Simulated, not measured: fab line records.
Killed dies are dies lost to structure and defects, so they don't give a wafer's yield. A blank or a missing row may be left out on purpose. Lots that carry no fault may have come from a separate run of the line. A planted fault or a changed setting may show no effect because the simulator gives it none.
The tool behind it: which one? ; flow rit cmos ; 39 wafers from 13 lots sampled at 5 of the route's 202 steps

WHAT THE GAUGES SHOWED, per wafer
RIT_SDANNEAL_RS_MEAS_06: a four-point-probe measurement.
lot;measured;on;PLDD_RS (ohm/sq)
L353;day 3 01:17;film metro-04;177.9 177.6 178.1
L354;day 3 08:42;film metro-03;178.4 178.9 178.4
L355;day 3 13:13;film metro-04;178.3 178.1 178.5
L360;day 4 17:41;film metro-03;178.7 179.0 179.4
L363;day 5 03:47;film metro-04;178.9 179.1 178.8
L365;day 5 12:59;film metro-02;179.0 178.8 178.5
L367;day 6 00:46;film metro-02;178.9 178.9 178.9
L368;day 6 05:15;film metro-04;179.5 179.4 179.6
L370;day 6 17:11;film metro-02;178.3 178.6 178.3
L372;day 7 01:20;film metro-02;178.9 178.5 178.2
L373;day 7 09:37;film metro-02;178.9 178.9 178.9
L375;day 7 17:41;film metro-02;178.9 178.7 178.7
L376;day 7 23:20;film metro-04;177.8 178.7 178.2

RIT_CONTACT_OVL_MEAS_09.
lot;measured;on;CONTACT_OVL (nm)
L353;day 3 03:24;overlay-02;-1.5 0.6 0.0
L354;day 3 10:48;overlay-01;0.3 -1.7 0.0
L355;day 3 15:15;overlay-01;2.7 2.2 2.2
L360;day 4 19:40;overlay-02;-1.2 0.9 -2.3
L363;day 5 05:53;overlay-02;0.1 -1.3 -0.3
L365;day 5 14:56;overlay-02;-0.8 -0.9 0.8
L367;day 6 02:56;overlay-02;2.5 1.9 2.6
L368;day 6 07:13;overlay-02;0.0 -0.4 0.8
L370;day 6 19:10;overlay-01;-1.4 -0.8 -1.7
L372;day 7 03:25;overlay-01;-0.1 0.2 0.3
L373;day 7 11:34;overlay-02;1.1 1.2 1.7
L375;day 7 19:41;overlay-01;-0.3 -0.4 0.3
L376;day 8 01:23;overlay-01;2.8 2.7 2.9

RIT_M1_CD_MEAS_90: target cd 2600 nm.
lot;measured;on;cd nm (nm)
L353;day 3 06:43;cd sem-02;2598.1 2599.8 2599.3
L354;day 3 14:14;cd sem-02;2602.8 2602.6 2605.5
L355;day 3 18:33;cd sem-02;2595.3 2599.8 2598.8
L360;day 4 23:00;cd sem-01;2586.9 2587.9 2599.7
L363;day 5 09:23;cd sem-02;2598.1 2589.3 2599.1
L365;day 5 18:19;cd sem-02;2602.0 2603.4 2594.4
L367;day 6 06:24;cd sem-01;2598.6 2601.3 2598.5
L368;day 6 10:32;cd sem-01;2601.2 2600.0 2597.9
L370;day 6 22:46;cd sem-01;2602.2 2598.3 2599.2
L372;day 7 06:43;cd sem-01;2600.0 2600.7 2599.5
L373;day 7 15:07;cd sem-01;2596.0 2595.1 2596.6
L375;day 7 23:00;cd sem-01;2602.4 2597.6 2601.1
L376;day 8 05:01;cd sem-02;2596.5 2597.7 2594.8

WHICH TOOL RAN EACH LOT (tool, then ch and the chambers of the sampled wafers, then the start)
lot;RIT_M1_METAL_ETCH_12;RIT_M1_STRIP_14
L353;rie metal-03 ch 0,1, day 3 06:11;plasma asher-04 ch 0,1, day 3 06:31
L354;rie metal-04 ch 0,1, day 3 13:43;plasma asher-03 ch 0,1, day 3 14:04
L355;rie metal-02 ch 0,1, day 3 18:02;plasma asher-01 ch 1, day 3 18:23
L360;rie metal-04 ch 0,1, day 4 22:27;plasma asher-03 ch 0,1, day 4 22:49
L363;rie metal-04 ch 0,1, day 5 08:52;plasma asher-04 ch 0,1, day 5 09:13
L365;rie metal-03 ch 0,1, day 5 17:43;plasma asher-03 ch 0,1, day 5 18:08
L367;rie metal-02 ch 0,1, day 6 05:52;plasma asher-01 ch 0,1, day 6 06:14
L368;rie metal-03 ch 0,1, day 6 10:01;plasma asher-03 ch 1, day 6 10:22
L370;rie metal-02 ch 0,1, day 6 22:14;plasma asher-04 ch 0,1, day 6 22:35
L372;rie metal-02 ch 0,1, day 7 06:11;plasma asher-04 ch 0,1, day 7 06:33
L373;rie metal-03 ch 0,1, day 7 14:35;plasma asher-01 ch 0,1, day 7 14:56
L375;rie metal-02 ch 0,1, day 7 22:29;plasma asher-01 ch 0,1, day 7 22:49
L376;rie metal-03 ch 0,1, day 8 04:29;plasma asher-03 ch 0,1, day 8 04:49
- RIT_M1_METAL_ETCH_12: etches Al in Cl2/BCl3, stops on SiO2, time 165 s, target depth 600 nm.
- RIT_M1_STRIP_14: strips in O2, time 180 s.

AS READ BY THE TOOLS THEMSELVES (means over the sampled wafers that have a number; for cases with no such wafer, the mark the record gives instead)
RIT_M1_METAL_ETCH_12.
lot;tool;drypump motor current A (A);he backside leak sccm (sccm);oes product au (a.u.);throttle valve pct (%)
L353;rie metal-03;6.0;3.5;0.789;8.28
L354;rie metal-04;5.7;3.5;0.773;8.28
L355;rie metal-02;5.9;3.2;0.765;8.22
L360;rie metal-04;5.5;3.4;0.681;8.33
L363;rie metal-04;5.7;3.5;0.728;8.28
L365;rie metal-03;6.0;3.6;0.774;8.27
L367;rie metal-02;5.9;3.1;0.769;8.24
L368;rie metal-03;6.0;3.5;0.778;8.28
L370;rie metal-02;5.9;3.1;0.771;8.23
L372;rie metal-02;6.3;3.2;0.767;8.17
L373;rie metal-03;6.0;3.4;0.772;8.28
L375;rie metal-02;6.3;3.2;0.762;8.17
L376;rie metal-03;6.0;3.5;0.765;8.28

RIT_M1_STRIP_14.
lot;tool;drypump motor current A (A)
L353;plasma asher-04;5.3
L354;plasma asher-03;5.5
L355;plasma asher-01;5.7
L360;plasma asher-03;5.7
L363;plasma asher-04;5.3
L365;plasma asher-03;5.8
L367;plasma asher-01;5.6
L368;plasma asher-03;6.0
L370;plasma asher-04;5.5
L372;plasma asher-04;5.3
L373;plasma asher-01;5.6
L375;plasma asher-01;5.6
L376;plasma asher-03;5.7

THE ANSWER, worked out from the rows above alone
Rule: what is usual is taken from the lots themselves. Put in order of their means at a reading, lots are off if they are a third of the lots or fewer, leave a main group of 4 or more, and stand apart from it by a gap of 3 or more times the standard deviation of the main group's means; of several such gaps the widest counts. If all means in a main group match to the digits the tables above print for the reading, that group is not used. Also off: a lot with no number at a reading for which 4 or more lots have one. Where the step has rows for the other lots, those lots are counted as sound. Order of review: gauges by route order, followed by the tools' own readings, for which a lot's mean as printed above is used. At the first step where some lot is off, the reading lying furthest off is the one used; lots without a number count as furthest.
Off, at RIT_M1_METAL_ETCH_12 on oes product au: L360, L363. Main group: mean 0.771 a.u., sd 0.0071.
If a tool, at that step or one of the process steps before it, ran each lot that is off and ran no sound lot following the first of them, it fits. One fits: RIT_M1_METAL_ETCH_12 on rie metal-04. A fault onset in the window from L354 (day 3 13:43, its last sound lot) to L360 (day 4 22:27, its first lot off) fits.
On the lots that are off, the tool's own readings at RIT_M1_METAL_ETCH_12 differ by more than 5 times the standard deviation of the sound lots' means, which bears it out; oes product au reads 0.705 a.u. there versus 0.771 a.u. on the sound lots.

WHAT THE SIMULATOR HAD PUT IN
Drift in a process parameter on rie metal-04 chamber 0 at RIT_M1_METAL_ETCH_12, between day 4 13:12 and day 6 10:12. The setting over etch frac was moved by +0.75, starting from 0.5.
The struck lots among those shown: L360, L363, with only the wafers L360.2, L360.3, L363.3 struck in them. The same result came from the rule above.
